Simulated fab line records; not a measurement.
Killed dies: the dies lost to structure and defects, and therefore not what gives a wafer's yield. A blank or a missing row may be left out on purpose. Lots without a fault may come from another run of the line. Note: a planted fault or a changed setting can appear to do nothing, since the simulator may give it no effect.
Which tool did it? -- flow berkeleyCmos170 -- 14 lots, 42 wafers sampled, at 1 step of a route of 331

== WHAT THE GAUGES READ, wafer by wafer ==
No reading from a measuring or inspecting step in the record can be judged against a usual standard deviation.

== WHICH TOOL RAN EACH LOT (tool, then ch and the chambers of the sampled wafers, then the start) ==
lot,UCB170_V2_PEB_10
L137,"lithoTrack-02 ch 0, day 7 10:22"
L136,"lithoTrack-01 ch 0, day 7 11:20"
L141,"lithoTrack-02, day 8 22:31"
L142,"lithoTrack-03, day 8 22:46"
L143,"lithoTrack-02 ch 0, day 8 22:51"
L144,"lithoTrack-02 ch 0, day 9 06:15"
L148,"lithoTrack-03 ch 0, day 10 10:46"
L151,"lithoTrack-01 ch 0, day 10 21:01"
L155,"lithoTrack-01 ch 0, day 11 10:55"
L154,"lithoTrack-03 ch 0, day 11 11:08"
L153,"lithoTrack-03 ch 0, day 11 11:23"
L156,"lithoTrack-02 ch 0, day 12 00:18"
L157,"lithoTrack-02 ch 0, day 12 07:14"
L158,"lithoTrack-03 ch 0, day 12 07:52"
- UCB170_V2_PEB_10

== WHAT THE TOOLS THEMSELVES READ (means of the sampled wafers that have a number; where no wafer has one, the mark that the record gives instead) ==
UCB170_V2_PEB_10.
lot,tool,chillPlateTempC (C),exhaustPa (Pa)
L137,lithoTrack-02,22.93,45.3
L136,lithoTrack-01,22.98,44.6
L141,lithoTrack-02,-,-
L142,lithoTrack-03,-,-
L143,lithoTrack-02,22.92,44.9
L144,lithoTrack-02,23.03,45.3
L148,lithoTrack-03,22.98,43.7
L151,lithoTrack-01,23.08,44.9
L155,lithoTrack-01,23.11,45.1
L154,lithoTrack-03,23.00,46.0
L153,lithoTrack-03,23.01,45.1
L156,lithoTrack-02,22.87,45.4
L157,lithoTrack-02,22.93,44.0
L158,lithoTrack-03,22.92,45.1

== THE ANSWER, worked out from the rows above alone ==
Rule: the lots themselves supply what counts as usual. Put in order of their means at a reading, lots are off if they are a third of the lots or fewer, leave a main group of 4 or more, and stand apart from it by a gap of 3 or more times the standard deviation of the main group's means; of several such gaps the widest counts. A main group whose means are all the same, to the digits that the tables above print for the reading, isn't used. Also off: a lot with no number at a reading for which 4 or more lots have one. All remaining lots with rows at the step are treated as sound. First the gauges in route order, then the tools' own readings, where a lot's mean is used as printed above. The first step at which some lot is off is used, and at that step the reading that is off furthest; a lot without a number counts as furthest.
Off: L141, L142, at UCB170_V2_PEB_10 (chillPlateTempC). Without a number there: L141, L142. The main group has a mean of 22.98 C with a standard deviation of 0.068.
If a tool, at that step or one of the process steps before it, ran each lot that is off and ran no sound lot following the first of them, it fits. No candidate that was tried fits.

== WHAT THE SIMULATOR HAD INSERTED ==
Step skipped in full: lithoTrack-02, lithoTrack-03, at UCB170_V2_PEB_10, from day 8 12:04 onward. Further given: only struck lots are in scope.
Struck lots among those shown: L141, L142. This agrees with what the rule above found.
